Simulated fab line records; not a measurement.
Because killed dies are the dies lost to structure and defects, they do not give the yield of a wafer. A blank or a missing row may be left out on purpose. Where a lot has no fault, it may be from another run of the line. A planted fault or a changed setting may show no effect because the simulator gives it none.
Which of the tools did it?    flow rit cmos    13 lots, 39 wafers sampled, at 2 steps of a route of 202

## WHAT EACH GAUGE READ, for each wafer
Not one reading of a measure or inspect step in the record can be checked against a usual standard deviation.

## EACH LOT AND THE TOOL THAT RAN IT (in order: tool; ch and the chambers of the sampled wafers; start)
lot   RIT_CONTACT_CLEAN_14            RIT_M1_PROBE_99
L250  wet bench-02 ch 2, day 3 04:16  -
L251  wet bench-01 ch 0, day 3 10:26  -
L252  wet bench-01 ch 2, day 3 17:54  -
L254  wet bench-03 ch 1, day 4 01:40  prober-02, day 4 06:35
L255  wet bench-01 ch 0, day 4 05:40  -
L257  wet bench-01 ch 2, day 4 14:43  -
L261  wet bench-03 ch 3, day 5 11:11  prober-01, day 5 15:26
L262  wet bench-02 ch 1, day 5 15:31  prober-02, day 5 19:50
L266  wet bench-02 ch 3, day 6 12:51  prober-02, day 6 17:27
L268  wet bench-02 ch 2, day 6 22:33  prober-02, day 7 04:40
L270  wet bench-03 ch 0, day 7 10:23  prober-02, day 7 15:50
L271  wet bench-03 ch 3, day 7 13:36  -
L273  wet bench-01 ch 0, day 8 04:09  prober-01, day 8 08:28
- RIT_CONTACT_CLEAN_14: cleans in SC2, time 600 s.
- RIT_M1_PROBE_99

## WHAT THE TOOLS THEMSELVES READ (means of the sampled wafers that have a number; where no wafer has one, the mark that the record gives instead)
RIT_CONTACT_CLEAN_14. Usual: bath heat duty pct at 15.2 %, with a standard deviation of 2.1.
lot   tool          bath heat duty pct (%)  flag
L250  wet bench-02  14.1                    
L251  wet bench-01  13.9                    
L252  wet bench-01  15.6                    
L254  wet bench-03  15.9                    
L255  wet bench-01  14.1                    
L257  wet bench-01  14.8                    
L261  wet bench-03  19.8                    
L262  wet bench-02  14.9                    
L266  wet bench-02  18.6                    
L268  wet bench-02  13.6                    
L270  wet bench-03  16.6                    
L271  wet bench-03  19.2                    
L273  wet bench-01  14.3                    

RIT_M1_PROBE_99. Usual: for killed_at_M0_to_M3, 0.0 with a standard deviation of 0.083; for killed at contacts, 0.0 with a standard deviation of 0.2; for killed at front end, 7 with a standard deviation of 3.1; for killed dies, 7 with a standard deviation of 3.1; for killed on rim, 1.9 with a standard deviation of 1.4; for killed open, 3.5 with a standard deviation of 1.9; for killed short, 3.6 with a standard deviation of 2.1.
lot   tool       killed_at_M0_to_M3  killed at contacts  killed at front end  killed dies  killed on rim  killed open  killed short  flag
L254  prober-02  0.0                 0.0                 8                    8            2.3            4.0          4.3           
L261  prober-01  0.0                 0.0                 10                   10           2.7            5.7          4.3           
L262  prober-02  0.0                 0.0                 6                    6            1.0            3.7          2.3           
L266  prober-02  0.0                 23.0                5                    28           10.3           3.3          1.7           OFF
L268  prober-02  0.0                 0.0                 9                    9            2.7            3.7          5.7           
L270  prober-02  0.0                 0.0                 5                    5            1.3            3.0          1.7           
L273  prober-01  0.0                 0.0                 8                    8            3.3            4.7          3.0           

## THE ANSWER, worked out from the rows above alone
Rule: lot off if the mean of its wafers having a number is beyond 3 standard deviations from the usual mean. Also off: a lot with no number at a reading for which 4 or more lots have one. Any other lot the step has rows for is counted as sound. The gauges are gone through in route order, then the tools' own readings, and for those a lot's mean is taken as printed above. The first step at which some lot is off is used, and at that step the reading that is off furthest; a lot without a number counts as furthest.
Off, at RIT_M1_PROBE_99 on killed at contacts: L266. Neither off nor sound, because the step has no rows for them: L250, L251, L252, L255, L257, L271.
A tool fits if, at that step or a process step before it, it ran every lot that is off, and no sound lot after the first of them. Of those tried, none fits.

## WHAT THE SIMULATOR PUT IN
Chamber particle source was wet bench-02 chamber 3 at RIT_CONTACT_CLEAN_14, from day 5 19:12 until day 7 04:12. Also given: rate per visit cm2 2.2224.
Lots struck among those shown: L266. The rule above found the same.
